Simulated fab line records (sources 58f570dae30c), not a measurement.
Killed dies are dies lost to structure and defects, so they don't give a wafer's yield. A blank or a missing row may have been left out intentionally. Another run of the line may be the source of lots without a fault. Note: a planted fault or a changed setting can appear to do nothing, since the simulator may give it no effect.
8D (eight disciplines) problem report, filled in by code :: flow berkeley-cmos170 :: the parts of the form that need people (team, actions taken, sign-off) are left out

1. PROBLEM STATEMENT
chamber-pressure-mTorr at UCB170_GATE_ETCH_14 reads a mean of 36.006 mTorr on 3 wafers of 2 lots; wafers without a fault read 29.998 mTorr with a standard deviation of 0.027. So: +99 or more standard deviations from the usual mean.
The step: etches BARC in N2/H2.
First seen on wafer L939.2, day 10 10:40, on rie-diel-01. The record holds 42 wafers of 14 lots with a number at this step. Rule for "out", or "out of limits": more than 4 standard deviations from the usual mean. All remaining wafers that have a number are taken as sound.

2. WHAT THIS IS AND IS NOT
question: which readings at this step
is: chamber-pressure-mTorr
is not: drypump-motor-current-A, oes-product-au, throttle-valve-pct

question: which lots
is: L939, L943
is not: L926, L927, L928, L929, L930, L932, L934, L937, L940, L942, L945, L947

question: which wafers of those lots
is: L939.2, L943.2, L943.5
is not: L939.3, L939.6, L943.4

question: read on which tools
is: rie-diel-01
is not: rie-diel-02, rie-diel-03

question: when
is: from day 10 10:40
is not: up to then (29 sound wafers); but 10 sound wafers of L942, L943, L945, L947 came after

3. SUSPECTS, AND WHAT RULES EACH OUT
Counting: a tool at a process step up to the reading stays a suspect if it ran every lot that is out. Sound lots after the first of them don't rule it out here, since some wafers of a struck lot are sound.
- rie-diel-04 at UCB170_NWELL_ETCH_13 (etches Si3N4 in CH3F/Ar/O2, stops on SiO2, target depth 246.4 nm, time 154 s): kept. Ran every lot that is out, first one L939 (day 5 21:20); last sound lot up to then L932 (day 3 22:22).
- rie-diel-01 at UCB170_GATE_ETCH_14 (etches BARC in N2/H2): kept. Ran every lot that is out, first one L939 (day 10 10:40); last sound lot up to then L934 (day 9 01:06). Its own chamber-pressure-mTorr readings are out on those wafers.
- Within rie-diel-04 at UCB170_NWELL_ETCH_13: the wafers that are out ran in chambers 1, 2; their sound lot-mates ran in chambers 0, 3.
- In rie-diel-01 at UCB170_GATE_ETCH_14, the wafers that are out were processed in chamber 2 and their sound lot-mates in chambers 0, 3.
After counting, rie-diel-04 at UCB170_NWELL_ETCH_13 and rie-diel-01 at UCB170_GATE_ETCH_14 remain.

4. THE CAUSE (what the simulator had put in)
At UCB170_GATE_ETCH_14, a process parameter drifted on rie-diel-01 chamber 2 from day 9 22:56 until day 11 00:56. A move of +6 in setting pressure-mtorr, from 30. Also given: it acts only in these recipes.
Counting leaves 2 suspects; this tool is one of them.

5. THE EFFECT CHAIN, in route order
One row per reading whose mean, taken over the struck wafers that have a number, lies over 3 standard deviations from the usual. Readings are gone through only where the record gives a usual standard deviation; hours: the median, over the lots, of the time from a lot's start at the first step in this table giving one to that lot's start at this step; sigmas: the change measured in usual standard deviations.
hours: 0
step: UCB170_GATE_ETCH_14
reading: chamber-pressure-mTorr
usual: 29.998 mTorr
on struck wafers: 36.006
change: +6.008
sigmas: +99 or more
Here are the process steps it includes:
- UCB170_GATE_ETCH_14: etches BARC in N2/H2.
Later steps that measure or inspect, where all struck wafers having a row at the step show a number for every such reading and not one has moved that far: UCB170_NLDD_CD_MEAS_06.

6. WHAT WOULD HAVE CAUGHT IT SOONER
First out-of-limits reading in this record: day 10 10:40, which is 12 hours after fault onset at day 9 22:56.
